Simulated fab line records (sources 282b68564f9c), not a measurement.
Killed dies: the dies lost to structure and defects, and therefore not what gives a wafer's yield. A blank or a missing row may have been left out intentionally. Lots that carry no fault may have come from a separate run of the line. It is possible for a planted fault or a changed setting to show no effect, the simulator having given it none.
Split-lot experiment || flow rit_cmos || 5 lots, 23 wafers read, on a route of 202 steps

== ABOUT THE SPLIT ==
At RIT_NWELL_IMPLANT_08, the setting dose_cm2 was moved away from the recipe's 5e+13 on 10 of the 23 wafers read, by -6.9% to +4.5%. All remaining wafers had this setting at the recipe value.

== FROM THE SPLIT TO THE READING: what the file shows between them, 6 steps ==
- RIT_NWELL_STRIP_09: strips in O2, time 180 s
- RIT_NWELL_TW_MEAS_10
- RIT_PWELL_IMPLANT_08 (also split here: dose_cm2)
- RIT_PWELL_STRIP_09: strips in O2, time 180 s
- RIT_PWELL_TW_MEAS_10
- RIT_WELLDRIVE_ANNEAL_00: time 14700 s

== THE READING ==
Measured at RIT_WELLDRIVE_RS_MEAS_01 by four-point probe: NWELL_RS, in ohm/sq. Typical for fault-free wafers on this fab line: 275.7 ohm/sq, with standard deviation 0.85 ohm/sq.

{"wafer": "L075.1", "tool, chamber at the split": "implanter-02, 0", "dose_cm2 as run": 5e+13, "against the recipe": "recipe", "NWELL_RS, ohm/sq": 275.7, "against lot-mates on the recipe": "-"}
{"wafer": "L075.2", "tool, chamber at the split": "implanter-02, 0", "dose_cm2 as run": 5.227e+13, "against the recipe": "+4.5%", "NWELL_RS, ohm/sq": 267.4, "against lot-mates on the recipe": -8.1}
{"wafer": "L075.4", "tool, chamber at the split": "implanter-02, 0", "dose_cm2 as run": 5.227e+13, "against the recipe": "+4.5%", "NWELL_RS, ohm/sq": 268.3, "against lot-mates on the recipe": -7.2}
{"wafer": "L075.5", "tool, chamber at the split": "implanter-02, 0", "dose_cm2 as run": 5e+13, "against the recipe": "recipe", "NWELL_RS, ohm/sq": 275.4, "against lot-mates on the recipe": "-"}
{"wafer": "L075.6", "tool, chamber at the split": "implanter-02, 0", "dose_cm2 as run": 5.227e+13, "against the recipe": "+4.5%", "NWELL_RS, ohm/sq": 267.6, "against lot-mates on the recipe": -7.9}
{"wafer": "L078.2", "tool, chamber at the split": "implanter-01, 0", "dose_cm2 as run": 5e+13, "against the recipe": "recipe", "NWELL_RS, ohm/sq": 276.2, "against lot-mates on the recipe": "-"}
{"wafer": "L078.4", "tool, chamber at the split": "implanter-01, 0", "dose_cm2 as run": 5e+13, "against the recipe": "recipe", "NWELL_RS, ohm/sq": 276.1, "against lot-mates on the recipe": "-"}
{"wafer": "L078.5", "tool, chamber at the split": "implanter-01, 0", "dose_cm2 as run": 5e+13, "against the recipe": "recipe", "NWELL_RS, ohm/sq": 275.6, "against lot-mates on the recipe": "-"}
{"wafer": "L079.1", "tool, chamber at the split": "implanter-01, 0", "dose_cm2 as run": 5e+13, "against the recipe": "recipe", "NWELL_RS, ohm/sq": 276.7, "against lot-mates on the recipe": "-"}
{"wafer": "L079.2", "tool, chamber at the split": "implanter-01, 0", "dose_cm2 as run": 4.657e+13, "against the recipe": "-6.9%", "NWELL_RS, ohm/sq": 289.0, "against lot-mates on the recipe": "+12.6"}
{"wafer": "L079.3", "tool, chamber at the split": "implanter-01, 0", "dose_cm2 as run": 4.657e+13, "against the recipe": "-6.9%", "NWELL_RS, ohm/sq": 289.0, "against lot-mates on the recipe": "+12.6"}
{"wafer": "L079.4", "tool, chamber at the split": "implanter-01, 0", "dose_cm2 as run": 5e+13, "against the recipe": "recipe", "NWELL_RS, ohm/sq": 276.4, "against lot-mates on the recipe": "-"}
{"wafer": "L079.5", "tool, chamber at the split": "implanter-01, 0", "dose_cm2 as run": 5e+13, "against the recipe": "recipe", "NWELL_RS, ohm/sq": 276.0, "against lot-mates on the recipe": "-"}
{"wafer": "L080.1", "tool, chamber at the split": "implanter-03, 0", "dose_cm2 as run": 4.857e+13, "against the recipe": "-2.9%", "NWELL_RS, ohm/sq": 281.3, "against lot-mates on the recipe": "+4.8"}
{"wafer": "L080.2", "tool, chamber at the split": "implanter-03, 0", "dose_cm2 as run": 5e+13, "against the recipe": "recipe", "NWELL_RS, ohm/sq": 276.7, "against lot-mates on the recipe": "-"}
{"wafer": "L080.3", "tool, chamber at the split": "implanter-03, 0", "dose_cm2 as run": 5e+13, "against the recipe": "recipe", "NWELL_RS, ohm/sq": 276.1, "against lot-mates on the recipe": "-"}
{"wafer": "L080.5", "tool, chamber at the split": "implanter-03, 0", "dose_cm2 as run": 5e+13, "against the recipe": "recipe", "NWELL_RS, ohm/sq": 276.8, "against lot-mates on the recipe": "-"}
{"wafer": "L080.6", "tool, chamber at the split": "implanter-03, 0", "dose_cm2 as run": 4.857e+13, "against the recipe": "-2.9%", "NWELL_RS, ohm/sq": 281.6, "against lot-mates on the recipe": "+5.1"}
{"wafer": "L082.1", "tool, chamber at the split": "implanter-01, 0", "dose_cm2 as run": 5e+13, "against the recipe": "recipe", "NWELL_RS, ohm/sq": 274.9, "against lot-mates on the recipe": "-"}
{"wafer": "L082.2", "tool, chamber at the split": "implanter-01, 0", "dose_cm2 as run": 4.667e+13, "against the recipe": "-6.7%", "NWELL_RS, ohm/sq": 286.3, "against lot-mates on the recipe": "+11.4"}
{"wafer": "L082.3", "tool, chamber at the split": "implanter-01, 0", "dose_cm2 as run": 5e+13, "against the recipe": "recipe", "NWELL_RS, ohm/sq": 274.8, "against lot-mates on the recipe": "-"}
{"wafer": "L082.4", "tool, chamber at the split": "implanter-01, 0", "dose_cm2 as run": 4.667e+13, "against the recipe": "-6.7%", "NWELL_RS, ohm/sq": 285.9, "against lot-mates on the recipe": "+11.0"}
{"wafer": "L082.6", "tool, chamber at the split": "implanter-01, 0", "dose_cm2 as run": 4.667e+13, "against the recipe": "-6.7%", "NWELL_RS, ohm/sq": 285.6, "against lot-mates on the recipe": "+10.8"}

THE FIT
A straight line over all 23 wafers: NWELL_RS changes by -1.71 ohm/sq for each +1% of dose_cm2; r = -0.99; the points scatter about the line by 0.88 ohm/sq.
The same after taking each lot's own level away (the mean of its wafers on the recipe; 23 wafers): -1.73 ohm/sq for each +1%; r = -1.00; scatter 0.4 ohm/sq.
The reading moves by 12 ohm/sq for the largest change in dose_cm2, on that fit.
The span of the lots' own levels, 274.85 to 276.53 ohm/sq, comes to 2.0 times the standard deviation stated above.
Consequently the slope shifts little with the lot-to-lot level, the two slopes agreeing.
Check: +11.7 ohm/sq against its lot-mates is what the line predicts for one of the wafers moved furthest among these (-6.9%) when that wafer is left out of the fit. It came out at +12.6 ohm/sq against them.

== THESE WAFERS: OTHER SPLITS ==
Other splits were also applied to these wafers ahead of the reading. Each is held against what the fit with the lots' levels taken away leaves over:
{"other split on the same wafers": "RIT_ACTIVE_SOFTBAKE_07 temp_c", "wafers away from the commonest value": 5, "r with NWELL_RS (lot level and that fit taken away)": -0.06}
{"other split on the same wafers": "RIT_PWELL_IMPLANT_08 dose_cm2", "wafers away from the commonest value": 10, "r with NWELL_RS (lot level and that fit taken away)": -0.12}

== THE WHOLE CHAIN: every reading that the file lists as answering this split, in the file's order ==
{"step": "RIT_NWELL_TW_MEAS_10", "what it does": "", "reading": "NWELL_TW", "change (the file's fit)": "+8.35 for each +1% of the setting", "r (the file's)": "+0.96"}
{"step": "RIT_WELLDRIVE_RS_MEAS_01", "what it does": "measures by four-point-probe", "reading": "NWELL_RS", "change (the file's fit)": "-1.75 for each +1% of the setting", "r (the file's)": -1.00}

== FILE'S OWN FIT ==
NWELL_RS changes by -1.75 ohm/sq for each +1% of dose_cm2, r = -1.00.
